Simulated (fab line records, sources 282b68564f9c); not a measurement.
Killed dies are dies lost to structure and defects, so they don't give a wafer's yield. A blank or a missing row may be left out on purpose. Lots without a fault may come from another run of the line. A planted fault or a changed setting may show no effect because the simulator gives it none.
Split-lot experiment | flow rit_cmos | 5 lots, 23 wafers read, on a route of 202 steps

THE SPLIT
At RIT_CONTACT_ETCH_11 (etches SiO2 in CHF3/CF4/Ar, stops on TiSi2, target depth 480 nm, time 320 s), the setting time_s was moved away from the recipe's 320 s on 8 of the 23 wafers read, by -6.7% to +11.4%. The other wafers ran this setting at the recipe's value.

The reading is taken at the split's own step.

THE READING
NOVOLAK_of_CONTACT_COAT_03.thk_nm (the simulator's own value, which no gauge read), in nm, at RIT_CONTACT_ETCH_11 (etches SiO2 in CHF3/CF4/Ar, stops on TiSi2, target depth 480 nm, time 320 s). The file gives no usual value for it. The 15 wafers here that ran the recipe average 768.4 nm, standard deviation 2.2 nm.

wafer  | tool, chamber at the split | time_s as run, s | against the recipe | NOVOLAK_of_CONTACT_COAT_03.thk_nm, nm | against lot-mates on the recipe
L075.2 | rie_diel-04, 3,2           | 320              | recipe             | 768.2                                 | -
L075.5 | rie_diel-04, 3,2           | 320              | recipe             | 768.2                                 | -
L075.3 | rie_diel-04, 2             | 356.5            | +11.4%             | 755.9                                 | -12.3
L075.4 | rie_diel-04, 3             | 356.5            | +11.4%             | 754.2                                 | -14.0
L075.6 | rie_diel-04, 1             | 320              | recipe             | 768.3                                 | -
L076.1 | rie_diel-03, 3,0           | 320              | recipe             | 766.2                                 | -
L076.4 | rie_diel-03, 3,0           | 320              | recipe             | 766.2                                 | -
L076.2 | rie_diel-03, 2             | 320              | recipe             | 769.1                                 | -
L076.3 | rie_diel-03, 1             | 348.8            | +9.0%              | 758.7                                 | -8.5
L076.5 | rie_diel-03, 2             | 348.8            | +9.0%              | 757.4                                 | -9.8
L080.1 | rie_diel-03, 1             | 320              | recipe             | 770.6                                 | -
L080.2 | rie_diel-03, 2             | 320              | recipe             | 768.1                                 | -
L080.5 | rie_diel-03, 2             | 320              | recipe             | 770.3                                 | -
L081.2 | rie_diel-04, 3             | 320              | recipe             | 764.4                                 | -
L081.3 | rie_diel-04, 0             | 320              | recipe             | 767.8                                 | -
L081.4 | rie_diel-04, 2             | 298.7            | -6.7%              | 776                                   | +10.1
L081.5 | rie_diel-04, 3             | 320              | recipe             | 765.5                                 | -
L081.6 | rie_diel-04, 2             | 298.7            | -6.7%              | 777                                   | +11.1
L083.1 | rie_diel-04, 3             | 341.1            | +6.6%              | 757.7                                 | -13.3
L083.3 | rie_diel-04, 0             | 320              | recipe             | 772.3                                 | -
L083.4 | rie_diel-04, 2             | 341.1            | +6.6%              | 764.2                                 | -6.8
L083.5 | rie_diel-04, 2             | 320              | recipe             | 771.8                                 | -
L083.6 | rie_diel-04, 3             | 320              | recipe             | 768.8                                 | -
Where a row lists several chambers, the file gives one row for several wafers and doesn't say which wafer went through which chamber.

THE FIT
A straight line over all 23 wafers: NOVOLAK_of_CONTACT_COAT_03.thk_nm changes by -1.17 nm for each +1% of time_s; r = -0.94; the points scatter about the line by 2.1 nm.
The same after taking each lot's own level away (the mean of its wafers on the recipe; 23 wafers): -1.26 nm for each +1%; r = -0.96; scatter 1.9 nm.
On that fit, the largest move of time_s shifts the reading by 14 nm.
The lots' own levels span 765.90 to 770.97 nm, that is 2.3 times the standard deviation above.
So the lot-to-lot level changes the slope little: the two slopes agree.
Check: with one of the wafers moved furthest among these (+11.4%) left out of the fit, the line predicts -14.5 nm for it against its lot-mates. It came out at -12.3 nm against them.

OTHER SPLITS ON THESE WAFERS
These wafers also went through other splits before the reading. Each is held against what the fit with the lots' levels taken away leaves over:
other split on the same wafers | wafers away from the commonest value | r with NOVOLAK_of_CONTACT_COAT_03.thk_nm (lot level and that fit taken away)
RIT_SILICIDE_SPUTTER_01 time_s | 8                                    | +0.67

THE FILE'S OWN FIT
NOVOLAK_of_CONTACT_COAT_03.thk_nm changes by -1.24 nm for each +1% of time_s, r = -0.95.
